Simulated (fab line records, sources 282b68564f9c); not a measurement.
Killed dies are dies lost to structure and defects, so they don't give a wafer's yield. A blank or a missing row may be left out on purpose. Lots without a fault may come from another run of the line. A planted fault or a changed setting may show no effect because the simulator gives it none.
A struck lot beside a sound one | flow rit_cmos | 44 steps out of a route of 202
Sound: wafers L679.1, L679.2, L679.4. Struck: wafers L692.3, L692.5, L692.6. The cause comes at the end.
At each step with rows: each side's tool, then ch and its chambers, then its first start. Under that, the readings that differ: sound wafers | struck wafers | difference of the means | sigmas: that difference in standard deviations of wafers without a fault.
alike: readings whose means differ by less than 2 such deviations, and words and numbers that are the same on both sides. not compared: withheld readings, readings that some wafer has no value for, bounds like >300 that may hide the same value, and numbers for which the record gives no deviation and whose values overlap.
The two part at a step that has a row with sigmas, a row that says differs or no value, or rows on one side only. Numbers that don't overlap but have no deviation are shown without sigmas and don't part them. A reading that every wafer of one side lacks parts them only if that side has two wafers or more.

first, 2 steps without rows for these wafers: RIT_NLDD_HARDBAKE_07 (time 60 s); RIT_NLDD_IMPLANT_08.
RIT_NLDD_STRIP_09: strips in O2, time 180 s.
  sound on plasma_asher-01 ch 0,1, day 3 23:19; struck on plasma_asher-04 ch 0,1, day 6 17:52
  alike: drypump_motor_current_A
  not compared: rf_hours_counter_h
RIT_NLDD_TW_MEAS_10:
  sound on film_metro-04, day 3 23:29; struck on film_metro-01, day 6 18:01
  reading | sound          | struck         | difference | sigmas
  NLDD_TW | 2485 2491 2485 | 2524 2522 2506 | +30        | +2
then, 6 steps without rows for these wafers: RIT_PLDD_HMDS_00 (prime time 60 s); RIT_PLDD_COAT_01 (resist thk 1000 nm); RIT_PLDD_SOFTBAKE_02 (time 60 s); RIT_PLDD_EXPOSE_03 (exposes mask M8, target cd 40900 nm); RIT_PLDD_PEB_04; RIT_PLDD_DEVELOP_05 (develop time 50 s).
RIT_PLDD_OVL_MEAS_06:
  sound on overlay-02, day 4 00:24; struck on overlay-02, day 6 19:13
  alike: PLDD_OVL
then, 1 step without rows for these wafers: RIT_PLDD_HARDBAKE_07 (time 60 s).
RIT_PLDD_IMPLANT_08:
  sound on implanter-04 ch 0, day 4 00:35; struck on implanter-03 ch 0, day 6 19:26
  alike: faraday_current_uA
RIT_PLDD_STRIP_09: strips in O2, time 180 s.
  sound on plasma_asher-02 ch 0,1, day 4 00:44; struck on plasma_asher-02 ch 0,1, day 6 19:35
  alike: drypump_motor_current_A
  not compared: rf_hours_counter_h
RIT_PLDD_TW_MEAS_10:
  sound on film_metro-03, day 4 00:55; struck on film_metro-04, day 6 19:44
  reading | sound          | struck         | difference | sigmas
  PLDD_TW | 2361 2368 2365 | 2251 2244 2259 | -113       | -9
then, 4 steps without rows for these wafers: RIT_SPACER_CLEAN_00 (cleans in SC1, time 600 s); RIT_SPACER_CLEAN_01 (cleans in dHF, time 30 s); RIT_SPACER_CLEAN_02 (cleans in SC2, time 600 s); RIT_SPACER_CVD_03 (deposits Si3N4 from SiH2Cl2/NH3, target thk 250 nm, time 3300 s).
RIT_SPACER_THK_MEAS_04:
  sound on film_metro-03, day 4 03:16; struck on film_metro-03, day 6 22:07
  alike: SPACER_NITRIDE_THK
RIT_SPACER_ETCHBACK_05: etches Si3N4 in SF6/CHF3, stops on SiO2, target depth 250 nm, time 240 s.
  sound on rie_diel-02 ch 0,1,2, day 4 03:20; struck on rie_diel-01 ch 2,3, day 6 22:09
  alike: drypump_motor_current_A, oes_product_au, throttle_valve_pct
  not compared: rf_hours_counter_h
then, 6 steps without rows for these wafers: RIT_NSD_HMDS_00 (prime time 60 s); RIT_NSD_COAT_01 (resist thk 1000 nm); RIT_NSD_SOFTBAKE_02 (time 60 s); RIT_NSD_EXPOSE_03 (exposes mask M9, target cd 40700 nm); RIT_NSD_PEB_04; RIT_NSD_DEVELOP_05 (develop time 50 s).
RIT_NSD_OVL_MEAS_06:
  sound on overlay-01, day 4 04:28; struck on overlay-02, day 6 23:10
  alike: NSD_OVL
then, 2 steps without rows for these wafers: RIT_NSD_HARDBAKE_07 (time 60 s); RIT_NSD_IMPLANT_08.
RIT_NSD_STRIP_09: strips in O2, time 180 s.
  sound on plasma_asher-03 ch 0,1, day 4 04:47; struck on plasma_asher-04 ch 0,1, day 6 23:32
  alike: drypump_motor_current_A
  not compared: rf_hours_counter_h
RIT_NSD_TW_MEAS_10:
  sound on film_metro-01, day 4 04:58; struck on film_metro-04, day 6 23:41
  alike: NSD_TW
then, 6 steps without rows for these wafers: RIT_PSD_HMDS_00 (prime time 60 s); RIT_PSD_COAT_01 (resist thk 1000 nm); RIT_PSD_SOFTBAKE_02 (time 60 s); RIT_PSD_EXPOSE_03 (exposes mask M10, target cd 40900 nm); RIT_PSD_PEB_04; RIT_PSD_DEVELOP_05 (develop time 50 s).
RIT_PSD_OVL_MEAS_06:
  sound on overlay-01, day 4 06:01; struck on overlay-02, day 7 00:43
  alike: PSD_OVL
then, 2 steps without rows for these wafers: RIT_PSD_HARDBAKE_07 (time 60 s); RIT_PSD_IMPLANT_08.
RIT_PSD_STRIP_09: strips in O2, time 180 s.
  sound on plasma_asher-02 ch 0,1, day 4 06:21; struck on plasma_asher-02 ch 0,1, day 7 01:05
  alike: drypump_motor_current_A
  not compared: rf_hours_counter_h
RIT_SDANNEAL_RS_MEAS_06: measures by four-point-probe.
  sound on film_metro-01, day 4 07:22; struck on film_metro-03, day 7 01:58
  reading          | sound             | struck            | difference | sigmas
  PLDD_RS (ohm/sq) | 179.3 179.5 179.3 | 196.2 196.1 196.4 | +16.9      | +34
RIT_M1_PROBE_99:
  sound on prober-01, day 4 14:55; struck on prober-02, day 7 09:17
  reading                                           | sound                         | struck                  | difference | sigmas
  model.etest.pldd.rs_ohm_sq_range                  | 8.763 8.967 10.38             | 152.5 148.2 147.8       | +140.1     |
  model.etest.pldd.rs_ohm_sq                        | 450.4 453.9 459.6             | 620.7 618.6 635.4       | +170.3     |
  model.etest.pldd.rs_ohm_sq_rim_less_centre        | 1.898 3.964 1.934             | -59.61 -62.41 -58.98    | -62.93     |
  model.etest.pldd.line_ohm_um                      | 143.5 142.1 147.1             | 195.9 194.5 202         | +53.2      |
  model.etest.pmos_0p15.drive_ua_um_range           | 2.751 4.677 2.802             | 20.67 22.81 21.83       | +18.36     |
  model.etest.pmos_0p15.drive_ua_um_rim_less_centre | -2.017 -3.342 -1.27           | 8.834 9.987 10.42       | +11.957    |
  model.etest.pmos_0p15.vt_v_range                  | 0.004284 0.00403 0.004331     | 0.02212 0.0256 0.02461  | +0.01989   |
  model.etest.pmos_0p15.vt_v_rim_less_centre        | -0.001311 0.0003082 -0.001998 | 0.01263 0.01241 0.01238 | +0.01347   |
  alike: killed_at_contacts, killed_at_front_end, killed_dies, killed_open, killed_short

WHERE THEY PART
First at RIT_NLDD_TW_MEAS_10; last, within this record, at RIT_SDANNEAL_RS_MEAS_06. Later steps at which nothing parts them and some readings are alike: RIT_M1_PROBE_99.

WHY: what the simulator had put in
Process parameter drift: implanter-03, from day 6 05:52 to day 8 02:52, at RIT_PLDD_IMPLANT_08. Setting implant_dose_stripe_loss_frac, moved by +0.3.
